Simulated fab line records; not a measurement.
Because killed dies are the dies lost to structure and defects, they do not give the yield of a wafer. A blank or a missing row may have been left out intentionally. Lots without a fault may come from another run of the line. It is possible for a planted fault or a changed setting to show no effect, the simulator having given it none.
A single fault, viewed from 2 desks -- flow rit cmos -- each desk has only its own numbers; what lay behind them comes last

## FROM THE METROLOGY DESK
Means of the sampled wafers that have a number, per lot and without regard to the tool the lot ran on: this is what the gauges read. The brackets show how far a lot's mean lies from the usual mean; more than 4 standard deviations puts the lot out of limits, marked OUT.
Columns: A = SILICIDE_TI_RS at RIT_SILICIDE_RS_MEAS_02, usual 47.9 ohm/sq; B = SILICIDE_TI_THK at RIT_SILICIDE_THK_MEAS_03, usual 30.2 nm
lot,first seen here,A,B
L770,day 3 02:06,48.9,29.7
L771,day 3 07:55,48.2,30.2
L772,day 3 11:41,48.7,29.7
L773,day 3 17:04,47.5,30.3
L774,day 3 21:22,47.0,30.6
L775,day 4 03:35,47.3,30.6
L776,day 4 09:13,49.2,29.3
L779,day 4 23:52,53.1 (+6.7) OUT,28.1 (-4.8) OUT
L781,day 5 08:52,58.0 (+13) OUT,26.5 (-8.5) OUT
L787,day 6 16:28,47.3,30.6
L789,day 7 00:35,48.5,29.8
L790,day 7 05:57,48.2,30.0
L791,day 7 11:40,47.2,30.5
L793,day 8 02:02,48.2,30.1
This desk finds L779, L781 out of limits, with the earliest case on L779 at day 4 23:52 (SILICIDE_TI_RS at RIT_SILICIDE_RS_MEAS_02). L770, L771, L772, L773, L774, L775, L776, L787, L789, L790, L791, L793: within limits.

## THE TOOL OWNER'S DESK: pvd sputter-01
The tool's own readings at RIT_SILICIDE_SPUTTER_01 (material Ti, target thk 30 nm, time 240 s): means of the sampled wafers that have a number, for each lot that ran on this tool. The brackets show how far a lot's mean lies from the usual mean; more than 4 standard deviations puts the lot out of limits, marked OUT.
Columns: A = cathode dc power W at RIT_SILICIDE_SPUTTER_01, usual 349.99 W; B = chamber pressure pa at RIT_SILICIDE_SPUTTER_01, usual 0.6671 Pa; C = throttle valve pct at RIT_SILICIDE_SPUTTER_01, usual 30.0 %
lot,first seen here,A,B,C
L771,day 3 07:43,350.03,0.6665,29.8
L773,day 3 16:55,349.87,0.6672,29.6
L775,day 4 03:26,349.97,0.6680,29.6
L779,day 4 23:43,326.72 (-99 or more) OUT,0.6664,29.6
L781,day 5 08:43,303.48 (-99 or more) OUT,0.6675,30.0
This desk's finding: out of limits on L779, L781; first on L779, day 4 23:43 (cathode dc power W at RIT_SILICIDE_SPUTTER_01). L771, L773, L775: within limits.

## PUT TOGETHER
An alarm could have come from the tool owner's desk at day 4 23:43, on L779, L781.
At day 4 23:52 the metrology desk could have sounded an alarm, on L779, L781.
Every lot named ran RIT_SILICIDE_SPUTTER_01 on pvd sputter-01.

## WHAT THE SIMULATOR PUT IN
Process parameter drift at RIT_SILICIDE_SPUTTER_01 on pvd sputter-01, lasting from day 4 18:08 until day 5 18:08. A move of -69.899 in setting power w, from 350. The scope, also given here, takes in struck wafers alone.
Lots struck among those shown: L779, L781.
Time in hours from fault onset to the first out-of-limits reading at each desk: tool owner's desk 6, metrology desk 6.
